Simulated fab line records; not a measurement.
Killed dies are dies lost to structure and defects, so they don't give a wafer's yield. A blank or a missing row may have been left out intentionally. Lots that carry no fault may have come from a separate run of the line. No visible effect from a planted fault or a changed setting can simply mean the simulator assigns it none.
fab line records ; flow berkeley_cmos170
[record] lots = 7; wafers = 21; last_day = 12
route steps=331 shown FIELD@96 SACOX@97 SCREENOX@100 NVT@104
lots with no fault: from the same line, run without faults
start_h: hours from the record's opening day to when the first of the lot's shown wafers began ; wait_h: hours since the lot's step before ; " identical to the entry in the row above ; L1.1+2: a single row standing in for several wafers ; - value missing, or start not given ; * or withheld: withheld ; < > ~ a bound
route shown NAME@n: names a module that has steps shown in the file, with the first one's number in the route ; usual: the fault-free wafers' mean and standard deviation ; same: alike in all rows ; chamber/n: place in a boat ; sites: readings site by site ; _std_site: their standard deviation ; _edge_site: mean of outer sites minus mean of inner sites ; radius_mm: for every site, how far away it sits from the centre of the wafer ; mask NAME#n: copy n ; behind: the last tool/chamber to shape the wafer ; hold: why the lot went on hold/how many hours it stayed there/how the hold came to an end ; device: names the non-switching transistor (n, p or np) ; end of line: tests of these same wafers at the route's end ; a step without rows: its recipe alone ; killed: dies lost to structure and defects at the first sort, not the wafer's yield ; map: per-die view of a wafer (x killed, . not killed, _ where there is no die)
set.NAME: the setting as run; set.NAME@STEP: as run at that earlier step ; model.NAME: the simulator's own value behind a step, which no gauge read
certain route steps with their lots: each step a table, each wafer a row
[[steps]]
[step UCB170_FIELD_THK_MEAS_90]
[recipe] reads = SiO2_of_FIELD_OXIDATION_01
[usual] FIELD_OXIDE_LEFT_1_THK = 444/9.6
lot.wafer;tool;chamber;start_h;wait_h;FIELD_OXIDE_LEFT_1_THK[nm]
L966.1;film_metro-03;-;150.72;0.0;464
L966.4;film_metro-03;-;150.72;0.0;463
L966.5;film_metro-03;-;150.72;0.0;465
L964.2;film_metro-01;-;150.73;0.0;449
L964.3;film_metro-01;-;150.73;0.0;449
L964.5;film_metro-01;-;150.73;0.0;441
L967.1;film_metro-03;-;170.81;0.0;446
L967.4;film_metro-03;-;170.81;0.0;437
L967.6;film_metro-03;-;170.81;0.0;451
L971.1;film_metro-01;-;183.28;0.0;422
L971.3;film_metro-01;-;183.28;0.0;427
L971.4;film_metro-01;-;183.28;0.0;429
L973.1;film_metro-04;-;195.44;0.0;446
L973.2;film_metro-04;-;195.44;0.0;445
L973.6;film_metro-04;-;195.44;0.0;445
L975.1;film_metro-03;-;199.31;0.1;443
L975.5;film_metro-03;-;199.31;0.1;442
L975.6;film_metro-03;-;199.31;0.1;437
L976.1;film_metro-03;-;215.67;0.0;449
L976.4;film_metro-03;-;215.67;0.0;444
L976.5;film_metro-03;-;215.67;0.0;448
[step UCB170_SACOX_CLEAN_00]
[recipe] chemistry = dHF; dilution = 25:1; time_s = 7.5
[step UCB170_SACOX_OXIDATION_01]
[recipe] temp_c = 900; ambient = O2; target_thk_a = 144; ox_time_s = 2400
[step UCB170_SACOX_THK_MEAS_02]
[recipe] reads = SiO2_of_SACOX_OXIDATION_01
[usual] SACOX_OXIDE_THK = 14.49/0.27
lot.wafer;tool;chamber;start_h;wait_h;SACOX_OXIDE_THK[nm]
L966.1;film_metro-03;-;157.38;0.0;14.26
L966.4;film_metro-03;-;157.38;0.0;14.40
L966.5;film_metro-03;-;157.38;0.0;14.31
L964.2;film_metro-01;-;157.39;0.0;14.55
L964.3;film_metro-01;-;157.39;0.0;14.38
L964.5;film_metro-01;-;157.39;0.0;14.23
L967.1;film_metro-02;-;178.38;0.0;14.32
L967.4;film_metro-02;-;178.38;0.0;14.41
L967.6;film_metro-02;-;178.38;0.0;14.55
L971.1;film_metro-01;-;191.34;0.0;14.47
L971.3;film_metro-01;-;191.34;0.0;14.62
L971.4;film_metro-01;-;191.34;0.0;14.52
L973.1;film_metro-01;-;202.71;0.0;14.29
L973.2;film_metro-01;-;202.71;0.0;14.41
L973.6;film_metro-01;-;202.71;0.0;14.50
L975.1;film_metro-02;-;202.71;0.0;14.08
L975.5;film_metro-02;-;202.71;0.0;14.29
L975.6;film_metro-02;-;202.71;0.0;13.95
L976.1;film_metro-02;-;219.18;0.0;14.29
L976.4;film_metro-02;-;219.18;0.0;14.06
L976.5;film_metro-02;-;219.18;0.0;14.29
[step UCB170_SCREENOX_WET_ETCH_00]
[recipe] chemistry = dHF; dilution = 25:1; target = SiO2; temp_c = 25; time_s = 200
[step UCB170_SCREENOX_OXIDATION_01]
[recipe] temp_c = 900; ambient = O2; target_thk_a = 144; ox_time_s = 2400
[step UCB170_SCREENOX_THK_MEAS_02]
[recipe] reads = SiO2_of_SCREENOX_OXIDATION_01
[usual] SCREENOX_OXIDE_THK = 14.51/0.23
lot.wafer;tool;chamber;start_h;wait_h;SCREENOX_OXIDE_THK[nm]
L966.1;film_metro-04;-;164.43;0.0;14.54
L966.4;film_metro-04;-;164.43;0.0;14.45
L966.5;film_metro-04;-;164.43;0.0;14.67
L964.2;film_metro-02;-;164.44;0.0;14.56
L964.3;film_metro-02;-;164.44;0.0;14.70
L964.5;film_metro-02;-;164.44;0.0;14.55
L967.1;film_metro-02;-;185.39;0.1;14.11
L967.4;film_metro-02;-;185.39;0.1;14.14
L967.6;film_metro-02;-;185.39;0.1;14.12
L971.1;film_metro-01;-;198.54;0.0;14.53
L971.3;film_metro-01;-;198.54;0.0;14.56
L971.4;film_metro-01;-;198.54;0.0;14.57
L973.1;film_metro-04;-;210.79;0.0;14.55
L973.2;film_metro-04;-;210.79;0.0;14.76
L973.6;film_metro-04;-;210.79;0.0;14.71
L975.1;film_metro-01;-;210.84;0.0;14.21
L975.5;film_metro-01;-;210.84;0.0;14.27
L975.6;film_metro-01;-;210.84;0.0;14.13
L976.1;film_metro-04;-;222.18;0.0;14.51
L976.4;film_metro-04;-;222.18;0.0;14.42
L976.5;film_metro-04;-;222.18;0.0;14.59
[step UCB170_SCREENOX_ANNEAL_03]
[recipe] temp_c = 900; time_s = 900; ambient = N2
[step UCB170_NVT_HMDS_00]
[recipe] prime_time_s = 60; prime_temp_c = 100
[step UCB170_NVT_COAT_01]
[recipe] resist = KrF; spin_rpm = 1500; resist_thk_nm = 900
[step UCB170_NVT_SOFTBAKE_02]
[recipe] resist = KrF; temp_c = 130; time_s = 60
[step UCB170_NVT_EXPOSE_03]
[recipe] mask_id = PWELL; target_cd_nm = 3000; na = 0.5; sigma_outer = 0.6; source_shape = conventional; dose_mj = 30
[step UCB170_NVT_PEB_04]
[recipe] peb_temp_c = 130; peb_time_s = withheld; resist = KrF
[usual] chill_plate_temp_C = 23.01/0.1; exhaust_pa = 45.2/0.97
lot.wafer;tool;chamber;start_h;wait_h;chill_plate_temp_C;exhaust_pa
L964.2;litho_track-03;-;172.56;0.2;-;-
L964.3;litho_track-03;-;172.56;0.2;-;-
L964.5;litho_track-03;-;172.56;0.2;-;-
L966.1;litho_track-03;-;172.81;0.2;-;-
L966.4;litho_track-03;-;172.81;0.2;-;-
L966.5;litho_track-03;-;172.81;0.2;-;-
L967.1;litho_track-03;-;194.46;0.4;-;-
L967.4;litho_track-03;-;194.46;0.4;-;-
L967.6;litho_track-03;-;194.46;0.4;-;-
L971.1;litho_track-01;0;208.31;0.1;23.10;45.1
L971.3;litho_track-01;0;208.31;0.1;23.14;43.1
L971.4;litho_track-01;0;208.31;0.1;23.00;44.3
L973.1;litho_track-02;0;216;-;23.18;46.5
L973.2;litho_track-02;0;216;-;23.01;44.6
L973.6;litho_track-02;0;216;-;22.93;44.7
L975.1;litho_track-03;0;216.70;1.0;22.79;45.3
L975.5;litho_track-03;0;216.70;1.0;23.01;45.6
L975.6;litho_track-03;0;216.70;1.0;23.04;46.1
L976.1;litho_track-01;0;225.92;0.1;23.03;45.4
L976.4;litho_track-01;0;225.92;0.1;23.28;45.5
L976.5;litho_track-01;0;225.92;0.1;23.12;46.0
[step UCB170_NVT_DEVELOP_05]
[recipe] developer = TMAH; develop_time_s = 45; resist = KrF; dev_temp_c = 21
[[key]]
[first_sign] step = UCB170_NVT_PEB_04; reading = tool_record; direction = missing
effect none on later readings
met_at UCB170_NVT_PEB_04
struck_wafers L964.2,L964.3,L964.5,L966.1,L966.4,L966.5,L967.1,L967.4,L967.6
sort_left_out L964.2,L964.3,L964.5,L966.1,L966.4,L966.5,L967.1,L967.4,L967.6
tester_left_out L964,L966,L967
[fault] kind = skipped_step_whole; tool = litho_track-03; chamber = -; onset_h = 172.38; steps = UCB170_NVT_PEB_04; scope = struck_lots_only
// tester_left_out: of these lots the tester's yield and bins aren't shown, on N5 and GAA mostly nor the transistor test; their killed dies are dies lost to structure and defects alone, not to doping, threshold or leakage, so they don't give the yield
// sort_left_out: the simulated sort isn't trusted on such a fault, so these wafers' sort isn't shown, and their yield isn't known
